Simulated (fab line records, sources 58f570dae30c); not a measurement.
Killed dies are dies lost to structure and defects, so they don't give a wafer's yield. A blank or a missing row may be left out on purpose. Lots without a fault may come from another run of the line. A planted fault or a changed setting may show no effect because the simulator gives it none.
A struck lot beside a sound one | flow berkeley_cmos170 | 38 steps out of a route of 331
Sound: wafers L329.1, L329.2, L329.5. Struck: wafers L330.1, L330.4, L330.6. The cause comes at the end.
At each step with rows: each side's tool, then ch and its chambers, then its first start. Under that, the readings that differ: sound wafers | struck wafers | difference of the means | sigmas: that difference in standard deviations of wafers without a fault.
alike: readings whose means differ by less than 2 such deviations, and words and numbers that are the same on both sides. not compared: withheld readings, readings that some wafer has no value for, bounds like >300 that may hide the same value, and numbers for which the record gives no deviation and whose values overlap.
The two part at a step that has a row with sigmas, a row that says differs or no value, or rows on one side only. Numbers that don't overlap but have no deviation are shown without sigmas and don't part them. A reading that every wafer of one side lacks parts them only if that side has two wafers or more.

UCB170_SPACER_CVD_00: deposits SiO2 from TEOS/O2, target thk 376 nm, time 47 s.
  sound on pecvd-03 ch 1,2, day 11 11:14; struck on pecvd-02 ch 0,1,2, day 12 05:57
  alike: heater_power_w
UCB170_SPACER_THK_MEAS_01:
  sound on film_metro-01, day 11 11:16; struck on film_metro-04, day 12 05:59
  alike: SPACER_TEOS_THK
then, 1 step without rows for these wafers: UCB170_SPACER_ANNEAL_02 (time 1800 s).
UCB170_SPACER_ETCHBACK_03: etches SiO2 in CHF3/CF4/Ar, stops on Si, target depth 376 nm, time 100 s.
  sound on rie_diel-04 ch 0,3, day 11 16:49; struck on rie_diel-04 ch 0,1,2, day 12 10:06
  alike: CHF3_flow_sccm, drypump_motor_current_A, oes_product_au, throttle_valve_pct
  not compared: rf_hours_counter_h
then, 6 steps without rows for these wafers: UCB170_PSD_HMDS_00 (prime time 60 s); UCB170_PSD_COAT_01 (resist thk 900 nm); UCB170_PSD_SOFTBAKE_02 (time 60 s); UCB170_PSD_EXPOSE_03 (exposes mask PSELECT MOD, target cd 1200 nm); UCB170_PSD_PEB_04; UCB170_PSD_DEVELOP_05 (develop time 45 s).
UCB170_PSD_CD_MEAS_06: target cd 1200 nm.
  sound on cd_sem-02, day 11 17:55; struck on cd_sem-01, day 12 11:41
  alike: cd_nm
UCB170_PSD_OVL_MEAS_07:
  sound on overlay-01, day 11 18:02; struck on overlay-01, day 12 11:49
  reading      | sound | struck     | difference | sigmas
  PSD_OVL (nm) | 5 2 1 | -8 -14 -15 | -15        | -3
UCB170_PSD_IMPLANT_08:
  sound on implanter-03 ch 0, day 11 18:05; struck on implanter-01 ch 0, day 12 11:50
  reading       | sound                         | struck                        | difference | sigmas
  dose_ions_cm2 | 3.003e+15 3.004e+15 2.999e+15 | 3.053e+15 3.047e+15 3.051e+15 | +4.833e+13 | +16
  alike: faraday_current_uA
UCB170_PSD_STRIP_09: strips in O2.
  sound on plasma_asher-01 ch 0,1, day 11 18:14; struck on plasma_asher-04 ch 0,1, day 12 11:59
  reading                      | sound             | struck            | difference | sigmas
  strip_time_to_endpoint_s (s) | 29.40 29.44 29.37 | 29.53 29.56 29.57 | +0.15      | +2
  alike: drypump_motor_current_A, oes_product_au
  not compared: rf_hours_counter_h
UCB170_PSD_TW_MEAS_10:
  sound on film_metro-03, day 11 18:20; struck on film_metro-04, day 12 12:05
  alike: PSD_TW
then, 7 steps without rows for these wafers: UCB170_PSD_CLEAN_11 (cleans in SPM, time 600 s); UCB170_NSD_HMDS_00 (prime time 60 s); UCB170_NSD_COAT_01 (resist thk 900 nm); UCB170_NSD_SOFTBAKE_02 (time 60 s); UCB170_NSD_EXPOSE_03 (exposes mask NSELECT MOD, target cd 1200 nm); UCB170_NSD_PEB_04; UCB170_NSD_DEVELOP_05 (develop time 45 s).
UCB170_NSD_CD_MEAS_06: target cd 1200 nm.
  sound on cd_sem-01, day 11 20:25; struck on cd_sem-02, day 12 15:26
  alike: cd_nm
UCB170_NSD_OVL_MEAS_07:
  sound on overlay-01, day 11 20:32; struck on overlay-01, day 12 15:33
  alike: NSD_OVL
then, 2 steps without rows for these wafers: UCB170_NSD_IMPLANT_08; UCB170_NSD_STRIP_09 (strips in O2).
UCB170_NSD_TW_MEAS_10:
  sound on film_metro-03, day 11 20:50; struck on film_metro-03, day 12 15:50
  alike: NSD_TW
then, 4 steps without rows for these wafers: UCB170_NSD_CLEAN_11 (cleans in SPM, time 600 s); UCB170_BACKSIDE_HMDS_00 (prime time 60 s); UCB170_BACKSIDE_COAT_01 (resist thk 900 nm); UCB170_BACKSIDE_SOFTBAKE_02 (time 60 s).
UCB170_BACKSIDE_STRIP_03: strips in O2.
  sound on plasma_asher-04 ch 0,1, day 11 21:43; struck on plasma_asher-02 ch 0,1, day 12 17:18
  alike: drypump_motor_current_A, oes_product_au, strip_time_to_endpoint_s
  not compared: rf_hours_counter_h
then, 1 step without rows for these wafers: UCB170_BACKSIDE_CLEAN_04 (cleans in SPM, time 600 s).
UCB170_SDANNEAL_RTA_00: time 10 s.
  sound on rtp_anneal-02 ch 0, day 11 22:00; struck on rtp_anneal-01 ch 0, day 12 17:36
  reading            | sound          | struck         | difference | sigmas
  lamp_power_pct (%) | 22.4 22.4 22.4 | 24.0 24.0 24.0 | +1.6       | +2
  alike: wafer_temp_C_max
UCB170_SDANNEAL_RTA_01: time 5 s.
  sound on rtp_anneal-02 ch 0, day 11 22:04; struck on rtp_anneal-01 ch 0, day 12 17:40
  alike: lamp_power_pct, wafer_temp_C_max
UCB170_SDANNEAL_RS_MEAS_02: measures by four-point-probe.
  sound on film_metro-04, day 11 22:07; struck on film_metro-01, day 12 17:43
  reading         | sound          | struck         | difference | sigmas
  PSD_RS (ohm/sq) | 75.9 75.7 76.1 | 75.5 74.7 75.0 | -0.8       | -3
UCB170_SDANNEAL_RS_MEAS_03: measures by four-point-probe.
  sound on film_metro-04, day 11 22:14; struck on film_metro-01, day 12 17:50
  alike: NSD_RS
UCB170_M3_PROBE_99:
  the record has rows for the sound wafers here (prober-02, day 13 00:56) and none for the struck ones

WHERE THEY PART
First at UCB170_PSD_OVL_MEAS_07; last, within this record, at UCB170_M3_PROBE_99.

WHY: what the simulator had put in
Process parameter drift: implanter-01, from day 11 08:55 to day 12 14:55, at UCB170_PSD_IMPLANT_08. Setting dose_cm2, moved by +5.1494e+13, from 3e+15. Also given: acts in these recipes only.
